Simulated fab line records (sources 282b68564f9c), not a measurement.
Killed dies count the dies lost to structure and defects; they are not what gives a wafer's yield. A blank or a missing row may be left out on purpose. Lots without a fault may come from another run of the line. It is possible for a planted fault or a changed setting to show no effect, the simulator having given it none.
Which of the tools did it? | flow rit-cmos | 42 wafers from 14 lots sampled at 4 of the route's 202 steps

== WHAT THE GAUGES READ, wafer by wafer ==
RIT_GATE_THK_MEAS_09.
lot  | measured    | on            | GATE_POLY_THK (nm)
L790 | day 2 11:01 | film-metro-04 | 250.1 249.9 250.1
L791 | day 2 18:23 | film-metro-01 | 246.1 248.9 248.9
L792 | day 2 21:30 | film-metro-01 | 251.0 251.5 250.3
L793 | day 3 02:27 | film-metro-04 | 247.8 246.4 245.3
L794 | day 3 08:43 | film-metro-01 | 251.4 253.1 250.4
L795 | day 3 16:43 | film-metro-04 | 249.2 250.1 249.6
L796 | day 3 19:25 | film-metro-02 | 249.5 248.9 250.8
L797 | day 4 00:41 | film-metro-04 | 247.9 249.3 247.3
L802 | day 5 03:41 | film-metro-04 | 252.9 249.8 252.7
L806 | day 6 03:03 | film-metro-02 | 253.9 251.4 252.5
L807 | day 6 05:41 | film-metro-02 | 249.1 246.9 246.3
L808 | day 6 07:01 | film-metro-01 | 248.7 247.9 248.6
L809 | day 6 12:41 | film-metro-01 | 250.8 249.4 250.0
L812 | day 7 06:09 | film-metro-02 | 246.6 248.3 245.6

RIT_NLDD_TW_MEAS_10.
lot  | measured    | on            | NLDD_TW
L790 | day 2 17:56 | film-metro-03 | 2469 2454 2469
L791 | day 3 00:29 | film-metro-04 | 2495 2488 2478
L792 | day 3 04:17 | film-metro-04 | 2479 2492 2470
L793 | day 3 08:32 | film-metro-03 | 2468 2476 2485
L794 | day 3 15:04 | film-metro-03 | 2479 2497 2461
L795 | day 3 23:39 | film-metro-02 | 2465 2456 2475
L796 | day 4 03:07 | film-metro-03 | 2495 2480 2475
L797 | day 4 06:53 | film-metro-03 | 2483 2486 2488
L802 | day 5 10:38 | film-metro-02 | 2484 2485 2476
L806 | day 6 09:41 | film-metro-03 | 2492 2486 2503
L807 | day 6 12:07 | film-metro-04 | 2491 2482 2474
L808 | day 6 14:38 | film-metro-03 | 2483 2491 2486
L809 | day 6 19:44 | film-metro-02 | 2500 2476 2481
L812 | day 7 12:20 | film-metro-04 | 2449 2445 2462

RIT_PLDD_TW_MEAS_10.
lot  | measured    | on            | PLDD_TW
L790 | day 2 19:29 | film-metro-04 | 2345 2345 2349
L791 | day 3 01:55 | film-metro-02 | 2342 2333 2339
L792 | day 3 05:42 | film-metro-03 | 2311 2330 2329
L793 | day 3 10:03 | film-metro-04 | 2346 2351 2342
L794 | day 3 16:32 | film-metro-03 | 2330 2333 2344
L795 | day 4 01:18 | film-metro-04 | 2338 2351 2342
L796 | day 4 04:40 | film-metro-03 | 30 30 30
L797 | day 4 08:18 | film-metro-03 | 2345 2364 2345
L802 | day 5 12:11 | film-metro-04 | 30 30 30
L806 | day 6 11:14 | film-metro-03 | 2334 2337 2338
L807 | day 6 13:33 | film-metro-04 | 2336 2339 2339
L808 | day 6 16:03 | film-metro-03 | 2348 2334 2338
L809 | day 6 21:10 | film-metro-04 | 2341 2332 2339
L812 | day 7 13:57 | film-metro-02 | 2353 2326 2344

== EACH LOT AND THE TOOL THAT RAN IT (in order: tool; ch and the chambers of the sampled wafers; start) ==
lot  | RIT_PLDD_DEVELOP_05
L790 | litho-track-01 ch 0, day 2 18:00
L791 | litho-track-03 ch 0, day 3 01:00
L792 | litho-track-03 ch 0, day 3 05:00
L793 | litho-track-03 ch 0, day 3 09:00
L794 | litho-track-02 ch 0, day 3 15:00
L795 | litho-track-02 ch 0, day 4 00:00
L796 | litho-track-02 ch 0, day 4 04:00
L797 | litho-track-03 ch 0, day 4 07:00
L802 | litho-track-02 ch 0, day 5 11:00
L806 | litho-track-01 ch 0, day 6 10:00
L807 | litho-track-01 ch 0, day 6 12:00
L808 | litho-track-03 ch 0, day 6 15:00
L809 | litho-track-03 ch 0, day 6 20:00
L812 | litho-track-01 ch 0, day 7 13:00
- RIT_PLDD_DEVELOP_05: develop time 50 s.

== WHAT THE TOOLS THEMSELVES READ (means of the sampled wafers that have a number; where no wafer has one, the mark that the record gives instead) ==
RIT_PLDD_DEVELOP_05.
lot  | tool           | developer-temp-C (C) | resist-line-temp-C (C)
L790 | litho-track-01 | 23.02                | 23.12
L791 | litho-track-03 | 23.00                | 23.20
L792 | litho-track-03 | 23.16                | 22.92
L793 | litho-track-03 | 23.10                | 22.92
L794 | litho-track-02 | 22.86                | 22.91
L795 | litho-track-02 | 23.01                | 23.07
L796 | litho-track-02 | 22.92                | 23.11
L797 | litho-track-03 | 22.94                | 22.99
L802 | litho-track-02 | 23.03                | 22.98
L806 | litho-track-01 | 22.95                | 22.93
L807 | litho-track-01 | 22.92                | 23.03
L808 | litho-track-03 | 22.92                | 23.04
L809 | litho-track-03 | 22.96                | 23.23
L812 | litho-track-01 | 23.05                | 22.99

== THE ANSWER, worked out from the rows above alone ==
Rule: the lots themselves supply what counts as usual. The widest of any qualifying gaps counts: lots, ordered by their means at a reading, are off when they make up no more than a third of the lots, leave a main group of 4 or more, and stand apart from it by 3 or more times the standard deviation of that group's means. A main group whose means are all the same, to the digits that the tables above print for the reading, isn't used. Also off: a lot with no number at a reading for which 4 or more lots have one. Where the step has rows for the other lots, those lots are counted as sound. After the gauges, taken in route order, come the tools' own readings; for these a lot's mean is taken, as printed above. At the first step where some lot is off, the reading lying furthest off is the one used; lots without a number count as furthest.
Off: L796, L802, seen at RIT_PLDD_TW_MEAS_10 (PLDD_TW). Mean 2340 and standard deviation 6.8 in the main group.
If a tool, at a process step before that reading, ran all the lots that are off and no sound lot after the first of them, it fits. Those tools and the gauges at RIT_PLDD_TW_MEAS_10 are tried in the same way. One fits: RIT_PLDD_DEVELOP_05 on litho-track-02. Its last sound lot is L795 (day 4 00:00), its first lot that is off L796 (day 4 04:00): a fault that began between those two fits.

== WHAT THE SIMULATOR HAD PUT IN ==
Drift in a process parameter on litho-track-02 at RIT_PLDD_DEVELOP_05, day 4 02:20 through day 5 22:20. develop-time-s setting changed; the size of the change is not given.
Struck lots among those shown: L796, L802. Same finding as the rule above.
